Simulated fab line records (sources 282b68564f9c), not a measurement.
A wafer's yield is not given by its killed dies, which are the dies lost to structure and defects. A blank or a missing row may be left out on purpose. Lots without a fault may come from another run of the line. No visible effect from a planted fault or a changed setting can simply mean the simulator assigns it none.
fab line records ; flow rit_cmos
[record] lots = 5; wafers = 15; last_day = 8
route steps=202 shown PLDD@122 SPACER@125
lots untouched by any fault: they come from a run of this same line in which no faults occurred
start_h: hours from the record's opening day to when the first of the lot's shown wafers began ; wait_h: hours since the lot's step before ; " the same as in the row above ; L1.1+2: a row that stands for several wafers ; - either no value or no given start ; * or withheld: withheld ; < > ~ a bound
route shown NAME@n: names a module that has steps shown in the file, with the first one's number in the route ; usual: mean/standard deviation of fault-free wafers ; same: alike in all rows ; chamber/n: place in a boat ; sites: the reading at each site ; _std_site: the standard deviation of these ; _edge_site: mean of outer sites minus mean of inner sites ; radius_mm: how far each site lies from the wafer's centre ; mask NAME#n: copy n ; behind: the tool/chamber that last shaped the wafer ; hold: reason for holding the lot/hours on hold/outcome of the hold ; device: the transistor (n, p or np) that didn't switch ; end of line: at the end of the route, the tests of the same wafers ; step lacking rows: just its recipe ; killed: at the first sort, the dies lost to defects and structure; wafer yield is something else ; map: dies across one wafer; x = killed, . = not, _ = none there
set.NAME: the setting as run; set.NAME@STEP: as run at that earlier step ; model.NAME: the simulator's own value behind a step, which no gauge read
certain route steps with their lots: each step a table, each wafer a row
services: when a tool's chamber went out of use (start_h, in hours from the record's first day, below 0 if earlier), for how many hours, and the reason
[[steps]]
[step RIT_PLDD_IMPLANT_08]
[recipe] species = BF2; energy_kev = 20; dose_cm2 = 9e+14; tilt_deg = 7
[usual] beam_on_s = 10.00/0.21
lot.wafer;tool;chamber;start_h;wait_h;beam_on_s
L078.3;implanter-02;0;74.95;0.1;9.89
L078.4;implanter-02;0;74.95;0.1;10.11
L078.6;implanter-02;0;74.95;0.1;10.01
L083.1;implanter-01;0;96.58;0.1;10.40
L083.2;implanter-01;0;96.58;0.1;9.86
L083.3;implanter-01;0;96.58;0.1;9.87
L090.1;implanter-02;0;128.65;0.1;9.83
L090.2;implanter-02;0;128.65;0.1;9.90
L090.3;implanter-02;0;128.65;0.1;9.78
L093.4;implanter-01;0;142.90;0.1;10.26
L093.5;implanter-01;0;142.90;0.1;9.90
L093.6;implanter-01;0;142.90;0.1;10.20
L094.1;implanter-02;0;164.49;0.1;10.08
L094.4;implanter-02;0;164.49;0.1;10.12
L094.6;implanter-02;0;164.49;0.1;9.69
[step RIT_PLDD_STRIP_09]
[recipe] chemistry = O2; time_s = 180; resist = NOVOLAK; platen_temp_c = withheld; power_w = 500; pressure_mtorr = 4000; o2_flow_sccm = 4000
[usual] chamber_pressure_mTorr = 4000/3.8; drypump_motor_current_A = 5.9/0.56
lot.wafer;tool;chamber;start_h;wait_h;chamber_pressure_mTorr;drypump_motor_current_A;rf_hours_counter_h
L078.3;plasma_asher-01;0;75.11;0.1;4001;6.2;-
L078.4;plasma_asher-01;1;75.11;0.1;3999;5.6;-
L078.6;plasma_asher-01;0;75.11;0.1;4002;6.2;-
L083.1;plasma_asher-01;0;96.73;0.1;4003;6.1;32
L083.2;plasma_asher-01;1;96.73;0.1;3998;5.6;32
L083.3;plasma_asher-01;0;96.73;0.1;3997;6.2;-
L090.1;plasma_asher-02;0;128.80;0.1;3998;6.6;47
L090.2;plasma_asher-02;1;128.80;0.1;3997;4.9;47
L090.3;plasma_asher-02;0;128.80;0.1;4000;6.6;-
L093.4;plasma_asher-02;0;143.04;0.1;4001;6.6;-
L093.5;plasma_asher-02;1;143.04;0.1;3998;4.9;-
L093.6;plasma_asher-02;0;143.04;0.1;4002;6.6;-
L094.1;plasma_asher-02;0;164.64;0.1;3998;6.6;50
L094.4;plasma_asher-02;1;164.64;0.1;4002;4.9;-
L094.6;plasma_asher-02;1;164.64;0.1;3994;4.9;-
[step RIT_PLDD_TW_MEAS_10]
[usual] PLDD_TW = 2338/22
lot.wafer;tool;chamber;start_h;wait_h;PLDD_TW
L078.3;film_metro-01;-;75.24;0.1;2366
L078.4;film_metro-01;-;75.24;0.1;2362
L078.6;film_metro-01;-;75.24;0.1;2366
L083.1;film_metro-01;-;96.90;0.1;2358
L083.2;film_metro-01;-;96.90;0.1;2345
L083.3;film_metro-01;-;96.90;0.1;2353
L090.1;film_metro-02;-;128.98;0.1;2308
L090.2;film_metro-02;-;128.98;0.1;2313
L090.3;film_metro-02;-;128.98;0.1;2309
L093.4;film_metro-02;-;143.18;0.1;2305
L093.5;film_metro-02;-;143.18;0.1;2300
L093.6;film_metro-02;-;143.18;0.1;2310
L094.1;film_metro-02;-;164.81;0.1;2303
L094.4;film_metro-02;-;164.81;0.1;2301
L094.6;film_metro-02;-;164.81;0.1;2313
[step RIT_SPACER_CLEAN_00]
[recipe] chemistry = SC1; mix = 3:3:50; time_s = 600; temp_c = 75
lot.wafer;tool;chamber;start_h;wait_h
L078.3+4+6;wet_bench-03;3;75.28;0.0
L083.1+2+3;wet_bench-04;2;96.96;0.1
L090.1+2+3;wet_bench-04;0;129.04;0.1
L093.4+5+6;wet_bench-03;2;143.21;0.0
L094.1+4+6;wet_bench-03;0;164.87;0.1
[step RIT_SPACER_CLEAN_01]
[recipe] chemistry = dHF; dilution = 50:1; time_s = 30
lot.wafer;tool;chamber;start_h;wait_h
L078.3+4+6;wet_bench-01;2;75.46;0.0
L083.1+2+3;wet_bench-01;0;97.15;0.0
L090.1+2+3;wet_bench-03;0;129.23;0.0
L093.4+5+6;wet_bench-04;2;143.39;0.0
L094.1+4+6;wet_bench-01;2;165.08;0.0
[step RIT_SPACER_CLEAN_02]
[recipe] chemistry = SC2; mix = 3:3:50; time_s = 600; temp_c = 75; dry = n2_spin
lot.wafer;tool;chamber;start_h;wait_h
L078.3+4+6;wet_bench-03;1;75.47;0.0
L083.1+2+3;wet_bench-04;3;97.17;0.0
L090.1+2+3;wet_bench-01;3;129.25;0.0
L093.4+5+6;wet_bench-03;3;143.41;0.0
L094.1+4+6;wet_bench-03;3;165.10;0.0
[step RIT_SPACER_CVD_03]
[recipe] material = Si3N4; target_thk_nm = 250; temp_c = 810; precursor = SiH2Cl2/NH3; time_s = 3300; pressure_mtorr = 300; sih2cl2_flow_sccm = 60; nh3_flow_sccm = 150
[usual] sih2cl2_flow_sccm = 60.04/0.18
lot.wafer;tool;chamber;start_h;wait_h;sih2cl2_flow_sccm
L078.3;lpcvd-01;0;75.65;0.0;59.87
L078.4;lpcvd-01;0;75.65;0.0;60.00
L078.6;lpcvd-01;0;75.65;0.0;60.02
L083.1;lpcvd-01;0;97.36;0.0;59.66
L083.2;lpcvd-01;0;97.36;0.0;59.75
L083.3;lpcvd-01;0;97.36;0.0;59.62
L090.1;lpcvd-01;1;129.42;0.0;60.06
L090.2;lpcvd-01;1;129.42;0.0;60.22
L090.3;lpcvd-01;1;129.42;0.0;60.00
L093.4;lpcvd-02;1;143.58;0.0;59.75
L093.5;lpcvd-02;1;143.58;0.0;60.03
L093.6;lpcvd-02;1;143.58;0.0;59.72
L094.1;lpcvd-01;0;165.49;0.2;60.24
L094.4;lpcvd-01;0;165.49;0.2;59.87
L094.6;lpcvd-01;0;165.49;0.2;60.02
[step RIT_SPACER_THK_MEAS_04]
[recipe] reads = Si3N4_of_SPACER_CVD_03
[usual] SPACER_NITRIDE_THK = 249.6/2.6
lot.wafer;tool;chamber;start_h;wait_h;SPACER_NITRIDE_THK[nm]
L078.3;film_metro-01;-;77.59;0.0;247.9
L078.4;film_metro-01;-;77.59;0.0;244.4
L078.6;film_metro-01;-;77.59;0.0;247.8
L083.1;film_metro-03;-;99.28;0.0;254.6
L083.2;film_metro-03;-;99.28;0.0;256.0
L083.3;film_metro-03;-;99.28;0.0;254.1
L090.1;film_metro-01;-;131.34;0.0;242.8
L090.2;film_metro-01;-;131.34;0.0;243.2
L090.3;film_metro-01;-;131.34;0.0;243.6
L093.4;film_metro-01;-;145.53;0.0;250.3
L093.5;film_metro-01;-;145.53;0.0;248.9
L093.6;film_metro-01;-;145.53;0.0;251.5
L094.1;film_metro-04;-;168.43;0.1;250.2
L094.4;film_metro-04;-;168.43;0.1;250.1
L094.6;film_metro-04;-;168.43;0.1;250.3
[step RIT_SPACER_ETCHBACK_05]
[recipe] target_depth_a = 2500; SF6_flow_sccm = 30; CHF3_flow_sccm = 30; target = Si3N4; chemistry = SF6/CHF3; pressure_mtorr = 40; rf_w = 250; time_s = 240; stop_on = SiO2
[usual] chamber_pressure_mTorr = 40.00/0.043; drypump_motor_current_A = 5.7/0.61; oes_product_au = 0.840/0.012; throttle_valve_pct = 10.26/0.11
lot.wafer;tool;chamber;start_h;wait_h;chamber_pressure_mTorr;drypump_motor_current_A;oes_product_au;rf_hours_counter_h;throttle_valve_pct
L078.3;rie_diel-02;2;77.63;0.0;40.07;5.8;0.816;7;10.32
L078.4;rie_diel-02;3;77.63;0.0;39.98;6.2;0.824;5;10.42
L078.6;rie_diel-02;2;77.63;0.0;39.97;5.8;0.819;-;10.30
L083.1;rie_diel-03;1;99.34;0.1;39.98;5.0;0.852;46;10.36
L083.2;rie_diel-03;2;99.34;0.1;40.08;4.7;0.841;120;10.22
L083.3;rie_diel-03;3;99.34;0.1;39.94;6.3;0.857;7;10.20
L090.1;rie_diel-02;1;131.40;0.1;40.00;5.9;0.827;51;10.31
L090.2;rie_diel-02;0;131.40;0.1;39.98;5.0;0.813;65;10.13
L090.3;rie_diel-02;3;131.40;0.1;39.96;6.2;0.823;6;10.41
L093.4;rie_diel-01;2;145.56;0.0;40.03;6.5;0.860;145;10.16
L093.5;rie_diel-01;3;145.56;0.0;40.02;6.3;0.845;-;10.10
L093.6;rie_diel-01;2;145.56;0.0;40.02;6.4;0.864;-;10.17
L094.1;rie_diel-01;1;168.49;0.1;40.02;6.5;0.840;16;10.16
L094.4;rie_diel-01;3;168.49;0.1;39.97;6.4;0.846;-;10.09
L094.6;rie_diel-01;0;168.49;0.1;40.08;5.8;0.843;-;10.36
[[services]]
tool;chamber;start_h;hours;kind
lpcvd-02;-;70.04;6.1;pm
rie_diel-02;3;97.35;7.3;repair
implanter-02;-;98.24;3.3;pm
implanter-02;-;102.77;3.7;pm
wet_bench-01;-;111.40;6.5;repair
rie_diel-02;3;116.69;4.2;repair
rie_diel-02;2;129.56;2.0;repair
implanter-02;-;134.19;20.5;pm
rie_diel-01;2;162.55;-;clean
lpcvd-02;-;163.65;1.5;repair
rie_diel-03;-;164.18;4.3;pm
[[key]]
fault none
